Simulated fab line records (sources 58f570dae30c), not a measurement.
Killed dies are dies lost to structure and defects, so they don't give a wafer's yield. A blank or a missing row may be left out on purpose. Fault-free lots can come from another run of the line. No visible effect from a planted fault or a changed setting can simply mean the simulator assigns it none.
One fault through the eyes of 2 desks -- flow berkeley_cmos170 -- what lay behind the numbers comes last; until then each desk has only its own

== TOOL OWNER'S DESK, pecvd-04 ==
The tool's own readings at UCB170_SPACER_CVD_00 (deposits SiO2 from TEOS/O2, target thk 376 nm, time 47 s): means of the sampled wafers that have a number, for each lot that ran on this tool. Marked OUT: a lot whose mean sits more than 4 standard deviations from the usual mean, which makes it out of limits; the brackets give that distance.
Columns: A = heater_power_w at UCB170_SPACER_CVD_00, usual 284 W; B = run_length_s at UCB170_SPACER_CVD_00, usual 75.0 s; C = susceptor_temp_C at UCB170_SPACER_CVD_00, usual 389.99 C
lot,first seen here,A,B,C
L459,day 8 09:59,275,74.9,389.96
L463,day 9 03:21,289,75.0,389.71
L467,day 10 02:16,315,75.0,390.21
L468,day 10 02:59,257,75.1,390.08
L469,day 10 18:05,301,72.6 (-4.6) OUT,-
L474,day 10 22:48,310,72.2 (-5.3) OUT,-
This desk's verdict: out of limits on L469, L474, starting with L469 at day 10 18:05 (run_length_s at UCB170_SPACER_CVD_00). L459, L463, L467, L468 stayed within limits.

== FROM THE METROLOGY DESK ==
What the gauges read for every lot (on any tool): the sampled wafers with a number, averaged. Marked OUT: a lot whose mean sits more than 4 standard deviations from the usual mean, which makes it out of limits; the brackets give that distance.
Columns: A = GATE_OXIDE_THK at UCB170_GATE_THK_MEAS_02, usual 6.64 nm; B = GATE_POLY_THK at UCB170_GATE_THK_MEAS_05, usual 214.4 nm; C = SPACER_TEOS_THK at UCB170_SPACER_THK_MEAS_01, usual 377 nm
lot,first seen here,A,B,C
L458,day 7 19:52,6.83,214.5,371
L459,day 7 19:56,6.68,214.2,378
L461,day 7 19:56,6.85,217.0,384
L463,day 8 10:33,6.78,215.9,375
L462,day 8 10:35,6.83,213.7,376
L466,day 9 02:56,6.67,213.2,376
L467,day 9 13:04,6.61,216.2,380
L468,day 9 13:04,6.46,214.3,381
L469,day 10 03:50,6.52,214.2,352 (-4.9) OUT
L470,day 10 03:50,6.59,214.6,380
L473,day 10 10:19,6.38,215.1,380
L474,day 10 10:22,6.42,214.0,358
L479,day 11 12:16,6.81,215.4,376
L480,day 12 01:38,6.54,215.3,374
Finding of this desk: L469 out of limits, first seen on L469 at day 10 18:08 (SPACER_TEOS_THK at UCB170_SPACER_THK_MEAS_01). L458, L459, L461, L463, L462, L466, L467, L468, L470, L473, L474, L479, L480 stayed within limits.

== TAKEN TOGETHER ==
The tool owner's desk could have raised an alarm at day 10 18:05, on L469, L474.
The metrology desk could have raised an alarm at day 10 18:08, on L469.
The metrology desk holds a record of L474, inside its limits.
The lots listed all ran UCB170_SPACER_CVD_00 on pecvd-04.

== WHAT WAS PUT IN BY THE SIMULATOR ==
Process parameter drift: pecvd-04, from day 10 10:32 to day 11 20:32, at UCB170_SPACER_CVD_00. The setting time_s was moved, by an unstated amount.
Struck lots among those shown: L469, L474.
Time in hours from fault onset to the first out-of-limits reading at each desk: tool owner's desk 8, metrology desk 8.
